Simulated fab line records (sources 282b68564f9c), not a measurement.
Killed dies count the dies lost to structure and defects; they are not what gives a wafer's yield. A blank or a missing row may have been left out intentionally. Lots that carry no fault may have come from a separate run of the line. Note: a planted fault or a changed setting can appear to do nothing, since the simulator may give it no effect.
A single fault, viewed from 2 desks / flow ritCmos / every desk sees just its own numbers, and what lay behind them comes last

THE TOOL OWNER'S DESK: rieDiel-02
The tool's own readings at RIT_CONTACT_ETCH_11 (etches SiO2 in CHF3/CF4/Ar, stops on TiSi2, target depth 480 nm, time 320 s): means of the sampled wafers that have a number, for each lot that ran on this tool. Any lot whose mean is over 4 standard deviations away from the usual mean is out of limits and marked OUT; that distance is given in the brackets.
Columns: A = CHF3_flow_sccm at RIT_CONTACT_ETCH_11, usual 50.03 sccm; B = drypumpMotorCurrentA at RIT_CONTACT_ETCH_11, usual 5.45 A; C = oesProductAu at RIT_CONTACT_ETCH_11, usual 0.996 a.u.; D = throttleValvePct at RIT_CONTACT_ETCH_11, usual 8.86 %
lot=L932; first seen here=day 4 04:16; A=50.08; B=5.29; C=0.995; D=8.77
lot=L946; first seen here=day 7 02:53; A=49.96; B=5.37; C=0.995; D=8.80
This desk's finding: nothing out of limits on any of the 2 lots.

THE METROLOGY DESK
What the gauges read for every lot (on any tool): the sampled wafers with a number, averaged. Any lot whose mean is over 4 standard deviations away from the usual mean is out of limits and marked OUT; that distance is given in the brackets.
Columns: A = CONTACT_TEOS_THK at RIT_CONTACT_THK_MEAS_01, usual 399 nm; B = cdNm at RIT_CONTACT_CD_MEAS_08, usual 1001.1 nm; C = CONTACT_OVL at RIT_CONTACT_OVL_MEAS_09, usual -0.6 nm
lot=L932; first seen here=day 4 02:46; A=393; B=1002.9; C=-1.8
lot=L933; first seen here=day 4 05:12; A=398; B=1003.0; C=0.5
lot=L944; first seen here=day 6 17:02; A=397; B=999.0; C=1.1
lot=L946; first seen here=day 7 01:24; A=405; B=999.9; C=-1.8
lot=L948; first seen here=day 7 08:15; A=398; B=1000.1; C=0.1
This desk's finding: nothing out of limits on any of the 5 lots.

TAKEN TOGETHER
The desk of the tool owner found nothing out of limits.
The metrology desk saw nothing out of limits.

WHAT THE SIMULATOR HAD PUT IN
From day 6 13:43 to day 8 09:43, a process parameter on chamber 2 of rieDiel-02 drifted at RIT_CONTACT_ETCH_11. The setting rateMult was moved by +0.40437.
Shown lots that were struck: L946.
